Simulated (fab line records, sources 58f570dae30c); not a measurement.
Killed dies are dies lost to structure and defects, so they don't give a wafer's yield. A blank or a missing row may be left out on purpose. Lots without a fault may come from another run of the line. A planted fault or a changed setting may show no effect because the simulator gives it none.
Split-lot experiment | flow berkeley_cmos170 | 5 lots, 23 wafers read, on a route of 331 steps

THE SPLIT
At UCB170_PLDD_IMPLANT_08, the setting dose_cm2 was moved away from the recipe's 5e+13 on 9 of the 23 wafers read, by -5.2% to +2.7%. The other wafers ran this setting at the recipe's value.

FROM THE SPLIT TO THE READING: what the file shows between them, 9 steps
- UCB170_NLDD_PEB_04 (also split here: peb_temp_c)
- UCB170_NLDD_DEVELOP_05: develop time 45 s
- UCB170_NLDD_CD_MEAS_06: target cd 1200 nm
- UCB170_NLDD_IMPLANT_09 (also split here: energy_kev)
- UCB170_NSD_IMPLANT_08 (also split here: dose_cm2)
- UCB170_NSD_STRIP_09: strips in O2
- UCB170_NSD_CLEAN_11: cleans in SPM, time 600 s
- UCB170_SDANNEAL_RTA_01: time 5 s
- UCB170_SDANNEAL_RS_MEAS_03: measures by four-point-probe

THE READING
PLDD_RS, in ohm/sq, at UCB170_SDANNEAL_RS_MEAS_04 (measures by four-point-probe). Fault-free wafers of this fab line usually give 1022.2 ohm/sq, standard deviation 2.2 ohm/sq.

wafer  | tool, chamber at the split | dose_cm2 as run | against the recipe | PLDD_RS, ohm/sq | against lot-mates on the recipe
L075.1 | implanter-03, 0            | 4.741e+13       | -5.2%              | 1042.9          | +20.8
L075.2 | implanter-03, 0            | 5e+13           | recipe             | 1022.5          | -
L075.3 | implanter-03, 0            | 4.741e+13       | -5.2%              | 1041.8          | +19.7
L075.4 | implanter-03, 0            | 5e+13           | recipe             | 1021.7          | -
L075.5 | implanter-03, 0            | 4.741e+13       | -5.2%              | 1045.0          | +22.9
L079.1 | implanter-03, 0            | 5.134e+13       | +2.7%              | 1011.4          | -12.6
L079.2 | implanter-03, 0            | 5e+13           | recipe             | 1023.9          | -
L079.3 | implanter-03, 0            | 5.134e+13       | +2.7%              | 1009.1          | -14.9
L079.4 | implanter-03, 0            | 5e+13           | recipe             | 1024.1          | -
L079.6 | implanter-03, 0            | 5.134e+13       | +2.7%              | 1011.3          | -12.7
L080.2 | implanter-01, 0            | 5e+13           | recipe             | 1024.0          | -
L080.3 | implanter-01, 0            | 5e+13           | recipe             | 1021.2          | -
L080.4 | implanter-01, 0            | 5e+13           | recipe             | 1021.1          | -
L081.1 | implanter-01, 0            | 5e+13           | recipe             | 1023.6          | -
L081.3 | implanter-01, 0            | 4.754e+13       | -4.9%              | 1043.0          | +18.4
L081.4 | implanter-01, 0            | 5e+13           | recipe             | 1025.6          | -
L081.5 | implanter-01, 0            | 4.754e+13       | -4.9%              | 1044.5          | +19.9
L081.6 | implanter-01, 0            | 4.754e+13       | -4.9%              | 1042.4          | +17.8
L082.1 | implanter-03, 0            | 5e+13           | recipe             | 1021.3          | -
L082.2 | implanter-03, 0            | 5e+13           | recipe             | 1025.9          | -
L082.4 | implanter-03, 0            | 5e+13           | recipe             | 1024.0          | -
L082.5 | implanter-03, 0            | 5e+13           | recipe             | 1021.2          | -
L082.6 | implanter-03, 0            | 5e+13           | recipe             | 1023.9          | -

THE FIT
A straight line over all 23 wafers: PLDD_RS changes by -4.12 ohm/sq for each +1% of dose_cm2; r = -0.99; the points scatter about the line by 1.6 ohm/sq.
The same after taking each lot's own level away (the mean of its wafers on the recipe; 23 wafers): -4.15 ohm/sq for each +1%; r = -0.99; scatter 1.6 ohm/sq.
On that fit, the largest move of dose_cm2 shifts the reading by 21 ohm/sq.
The lots' own levels span 1022.10 to 1024.60 ohm/sq, that is 1.1 times the standard deviation above.
So the lot-to-lot level changes the slope little: the two slopes agree.
Check: with one of the wafers moved furthest among these (-5.2%) left out of the fit, the line predicts +21 ohm/sq for it against its lot-mates. It came out at +20.8 ohm/sq against them.

OTHER SPLITS ON THESE WAFERS
These wafers also went through other splits before the reading. Each is held against what the fit with the lots' levels taken away leaves over:
other split on the same wafers    | wafers away from the commonest value | r with PLDD_RS (lot level and that fit taken away)
UCB170_PVT_IMPLANT_07 dose_cm2    | 7                                    | +0.20
UCB170_GATE_CVD_04 sih4_flow_sccm | 15                                   | -0.30
UCB170_GATE_EXPOSE_09 dose_mj     | 7                                    | -0.22
UCB170_NLDD_PEB_04 peb_temp_c     | 7                                    | +0.17
UCB170_NLDD_IMPLANT_09 energy_kev | 8                                    | +0.08
UCB170_NSD_IMPLANT_08 dose_cm2    | 7                                    | +0.23

THE FILE'S OWN FIT
PLDD_RS changes by -4.07 ohm/sq for each +1% of dose_cm2, r = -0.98.
